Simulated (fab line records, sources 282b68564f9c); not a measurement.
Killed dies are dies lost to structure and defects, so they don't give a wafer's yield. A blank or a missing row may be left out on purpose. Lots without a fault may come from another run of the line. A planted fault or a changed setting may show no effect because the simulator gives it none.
Which tool did it? | flow rit_cmos | 7 lots, 21 wafers sampled, at 2 steps of a route of 202

WHAT THE GAUGES READ, wafer by wafer
RIT_GATE_THK_MEAS_07.
lot  | measured    | on            | GATE_OXIDE_THK (nm)
L527 | day 2 20:50 | film_metro-01 | 3.03 3.05 2.96
L529 | day 3 05:38 | film_metro-04 | 2.87 2.94 2.94
L532 | day 3 20:37 | film_metro-04 | 3.49 3.48 3.38
L535 | day 4 11:53 | film_metro-01 | 3.04 2.99 3.00
L543 | day 6 03:54 | film_metro-03 | 2.97 2.97 2.97
L545 | day 6 14:01 | film_metro-01 | 3.05 3.09 3.07
L547 | day 6 23:17 | film_metro-04 | 2.91 2.94 2.96

WHICH TOOL RAN EACH LOT (tool, then ch and the chambers of the sampled wafers, then the start)
lot  | RIT_GATE_OXIDATION_05
L527 | furnace-02 ch 0, day 2 19:31
L529 | furnace-02 ch 0, day 3 04:03
L532 | furnace-02 ch 0, day 3 19:16
L535 | furnace-04 ch 0, day 4 09:50
L543 | furnace-04 ch 0, day 6 01:51
L545 | furnace-04 ch 0, day 6 12:41
L547 | furnace-02 ch 0, day 6 21:58
- RIT_GATE_OXIDATION_05: target thk 3 nm, ox time 270 s.

THE ANSWER, worked out from the rows above alone
Rule: what is usual is taken from the lots themselves. Put in order of their means at a reading, lots are off if they are a third of the lots or fewer, leave a main group of 4 or more, and stand apart from it by a gap of 3 or more times the standard deviation of the main group's means; of several such gaps the widest counts. A main group whose means are all the same, to the digits that the tables above print for the reading, isn't used. A lot without any number at a reading at which 4 lots or more have one is off too. The other lots that the step has rows for count as sound.
Off: L532, at RIT_GATE_THK_MEAS_07 (GATE_OXIDE_THK). The main group: mean 2.99 nm, standard deviation 0.051.
A tool fits if, at a process step before that reading, it ran every lot that is off, and no sound lot after the first of them. The gauges at RIT_GATE_THK_MEAS_07 are tried like those tools. None of those tried fits.

WHAT THE SIMULATOR HAD PUT IN
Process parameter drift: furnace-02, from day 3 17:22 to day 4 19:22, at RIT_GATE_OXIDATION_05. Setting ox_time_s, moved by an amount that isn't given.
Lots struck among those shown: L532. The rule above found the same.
